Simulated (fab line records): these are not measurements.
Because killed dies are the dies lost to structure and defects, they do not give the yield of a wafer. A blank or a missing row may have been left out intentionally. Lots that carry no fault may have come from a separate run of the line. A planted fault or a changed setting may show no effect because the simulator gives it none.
Matching of chambers    flow berkeley_cmos170    UCB170_ZERO_ETCH_06 on rie_diel-01 has 4 sister chambers
The step etches SiO2 in CHF3/CF4/Ar, time 12 s. 16 wafers are shown with their chamber, then 8 later ones without.

## EACH WAFER AND ITS CHAMBER
wafer   chamber  drypump_motor_current_A (A)  throttle_valve_pct (%)  oes_product_au (a.u.)
L922.1  3        5.0                          9.25                    0.602
L922.3  2        5.8                          9.42                    0.630
L922.4  1        5.2                          9.30                    0.616
L924.1  0        6.1                          9.18                    0.622
L924.2  1        5.2                          9.31                    0.613
L924.5  2        5.9                          9.41                    0.630
L925.2  3        5.1                          9.25                    0.609
L925.4  2        5.8                          9.40                    0.630
L925.5  3        5.0                          9.26                    0.608
L929.2  1        5.2                          9.29                    0.610
L929.3  0        6.1                          9.18                    0.622
L929.5  1        5.1                          9.30                    0.612
L931.1  0        6.1                          9.21                    0.626
L931.3  3        5.0                          9.26                    0.609
L931.4  1        5.2                          9.28                    0.607
L938.3  0        6.1                          9.22                    0.626

SIGNATURES (means of the wafers above)
reading                  chamber 0  chamber 1  chamber 2  chamber 3  scatter within a chamber
drypump_motor_current_A  6.100      5.180      5.833      5.025      0.043
throttle_valve_pct       9.1975     9.2960     9.4100     9.2550     0.0132
oes_product_au           0.62400    0.61160    0.63000    0.60700    0.00282
Rule: a wafer lies at a distance from a chamber equal to the root of the sum of squares, over the readings, of (its reading less the chamber's mean, divided by the reading's scatter). The wafer belongs to the nearest chamber; if the next one is less than 2 further off, it can't be placed. The scatter: the root of (the sum of the squares of (reading less its chamber's mean) over the shown wafers, divided by (wafers less chambers)).

## WAFERS WHOSE CHAMBER IS MISSING
wafer   drypump_motor_current_A (A)  throttle_valve_pct (%)  oes_product_au (a.u.)
L938.4  5.1                          9.26                    0.605
L938.6  5.8                          9.41                    0.622
L940.3  5.8                          9.42                    0.622
L940.4  6.1                          9.19                    0.624
L940.5  5.0                          9.26                    0.607
L944.1  5.8                          9.42                    0.623
L944.3  5.8                          9.43                    0.625
L944.5  5.8                          9.43                    0.635

## CHAMBER TAKEN BY EACH
wafer   from the rows above  in truth
L938.4  3                    3
L938.6  2                    2
L940.3  2                    2
L940.4  0                    0
L940.5  3                    3
L944.1  2                    2
L944.3  2                    2
L944.5  2                    2
Placed correctly: 8 of 8. From these rows, 0 cannot be placed. Placed wrongly: 0.
